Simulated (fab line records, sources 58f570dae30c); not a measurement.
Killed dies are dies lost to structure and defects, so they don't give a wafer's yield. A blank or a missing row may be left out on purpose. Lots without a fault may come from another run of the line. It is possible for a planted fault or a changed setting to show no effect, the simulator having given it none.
A struck lot beside a sound one	flow berkeley cmos170	16 out of 331 route steps
Sound: the wafers L370.4, L370.5, L370.6. Wafers L372.2, L372.3, L372.5 were the ones struck. At the end, the cause is stated.
Order at every step that has rows: each side's tool, ch and its chambers, its first start. Under that, the readings that differ: sound wafers	struck wafers	difference of the means	sigmas: that difference in standard deviations of wafers without a fault.
alike: readings whose means differ by less than 2 such deviations, and words and numbers that are the same on both sides. not compared: withheld readings, readings that some wafer has no value for, bounds like >300 that may hide the same value, and numbers for which the record gives no deviation and whose values overlap.
A row with sigmas, a row that says differs or no value, or rows on one side alone: a step with any of these is where the two part. Non-overlapping numbers with no deviation appear without sigmas and do not part them. A reading that every wafer of one side lacks parts them only if that side has two wafers or more.

UCB170_NVT_OVL_MEAS_06:
  sound: overlay-02 at day 7 07:42; struck: overlay-02 at day 7 20:01
  alike: NVT_OVL
then, 1 step without rows for these wafers: UCB170_NVT_IMPLANT_07.
UCB170_NVT_STRIP_08: strips in O2.
  sound on plasma asher-01 ch 0,1, day 7 07:54; struck on plasma asher-01 ch 0,1, day 7 20:12
reading	sound	struck	difference	sigmas
strip time to endpoint s (s)	21.71 21.75 21.65	21.61 21.56 21.49	-0.15	-3
  alike: drypump motor current A, oes product au
  not compared: rf hours counter h
UCB170_NVT_TW_MEAS_09:
  sound: film metro-01 at day 7 08:00; struck: film metro-03 at day 7 20:19
  alike: NVT_TW
then, 7 steps without rows for these wafers: UCB170_NVT_CLEAN_10 (cleans in SPM, time 600 s); UCB170_PVT_HMDS_00 (prime time 60 s); UCB170_PVT_COAT_01 (resist thk 900 nm); UCB170_PVT_SOFTBAKE_02 (time 60 s); UCB170_PVT_EXPOSE_03 (exposes mask NWELL, target cd 3000 nm); UCB170_PVT_PEB_04; UCB170_PVT_DEVELOP_05 (develop time 45 s).
UCB170_PVT_OVL_MEAS_06:
  sound: overlay-02 at day 7 09:52; struck: overlay-02 at day 8 00:40
  alike: PVT_OVL
UCB170_PVT_IMPLANT_07:
  sound on implanter-03 ch 0, day 7 09:58; struck on implanter-04 ch 0, day 8 00:44
reading	sound	struck	difference	sigmas
implant ion amu	31 31 31	11 11 11	-20	
model.implant.rp nm (nm)	35.75 35.75 35.75	94.9 94.9 94.9	+59.2	
model.implant.drp nm (nm)	16.56 16.56 16.56	42.97 42.97 42.97	+26.41	
UCB170_PVT_STRIP_08: strips in O2.
  sound on plasma asher-02 ch 0,1, day 7 10:04; struck on plasma asher-03 ch 0,1, day 8 00:51
  alike: drypump motor current A, oes product au, strip time to endpoint s
  not compared: rf hours counter h
UCB170_PVT_TW_MEAS_09:
  sound: film metro-03 at day 7 10:10; struck: film metro-01 at day 8 00:58
reading	sound	struck	difference	sigmas
PVT_TW	504 506 507	261 262 262	-244	-66
then, 1 step without rows for these wafers: UCB170_GATE_WET_ETCH_00 (etches SiO2 in dHF, time 200 s).

WHERE THEY PART
Earliest at UCB170_NVT_STRIP_08; latest, in this record, at UCB170_PVT_TW_MEAS_09.

WHY: what had been put in by the simulator
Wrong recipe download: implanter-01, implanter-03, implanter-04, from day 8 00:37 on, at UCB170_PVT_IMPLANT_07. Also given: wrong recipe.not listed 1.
